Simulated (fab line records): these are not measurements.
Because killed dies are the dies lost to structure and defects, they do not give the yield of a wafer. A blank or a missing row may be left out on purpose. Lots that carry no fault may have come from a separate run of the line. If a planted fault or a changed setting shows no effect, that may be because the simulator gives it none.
Problem report in the 8D (eight disciplines) form, filled by code    flow berkeleyCmos170    the parts of the form that need people (team, actions taken, sign-off) are left out

== 1. PROBLEM STATEMENT ==
Mean of beamEnergyKeV at UCB170_PWELL_IMPLANT_15: 61.572 across 9 wafers in 3 lots; on wafers with no fault it is 60.000 (standard deviation 0.021). That is +75 standard deviations from the usual mean.
First seen on wafer L172.1, day 6 11:35, on implanter-01. Wafers with a number at this step in the record: 45, from 15 lots. Rule for "out" (also "out of limits"): further than 4 standard deviations from the usual mean. The other wafers with a number count as sound.

== 2. WHAT IT IS, AND WHAT IT ISN'T ==
question                     is                      is not
which readings at this step  beamEnergyKeV           beamOnS
which lots                   L172, L173, L176        L157, L159, L160, L162, L163, L165, L166, L167, L169, L170, L177, L180
which wafers of those lots   all that have a number  -
read on which tools          implanter-01            implanter-03, implanter-04
when                         from day 6 11:35        up to then (30 sound wafers); but 6 sound wafers of L177, L180 came after

== 3. SUSPECTS, AND WHAT RULES EACH OUT ==
Counting: any tool at a process step up to the reading is kept as a suspect provided that every lot that is out went through it and no sound lot did after the first of them.
- implanter-01 at UCB170_PWELL_IMPLANT_15: kept. It processed each lot that is out, first L172 at day 6 11:35, and no sound lot thereafter; up to then, the last sound lot it processed was L170 at day 5 23:10. Its own beamEnergyKeV readings are out on those wafers.
Left after counting: implanter-01 at UCB170_PWELL_IMPLANT_15.

== 4. THE CAUSE (what the simulator had put in) ==
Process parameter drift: implanter-01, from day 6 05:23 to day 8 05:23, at UCB170_PWELL_IMPLANT_15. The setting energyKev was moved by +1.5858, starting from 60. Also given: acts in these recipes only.
Counting left only this tool.

== 5. THE CHAIN OF EFFECTS, in route order ==
Rows list readings where the struck wafers' mean (over those with a number) sits beyond 3 standard deviations from the usual. Scope: only readings with a usual standard deviation given in the record; hours: median across lots of the time from each lot's start at the first step in this table that gives one to its start at this step; sigmas: change in usual standard deviations.
hours  step                     reading        usual   on struck wafers  change  sigmas
0      UCB170_PWELL_IMPLANT_15  beamEnergyKeV  60.000  61.572            +1.572  +75
Process steps it contains:
- UCB170_PWELL_IMPLANT_15
Later steps that measure or inspect, where all struck wafers having a row at the step show a number for every such reading and not one has moved that far: UCB170_GATE_THK_MEAS_02, UCB170_GATE_OVL_MEAS_13.

== 6. WHAT WOULD HAVE CAUGHT IT SOONER ==
6 hours passed between the start of the fault at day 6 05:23 and the first reading out of limits in this record, taken at day 6 11:35.
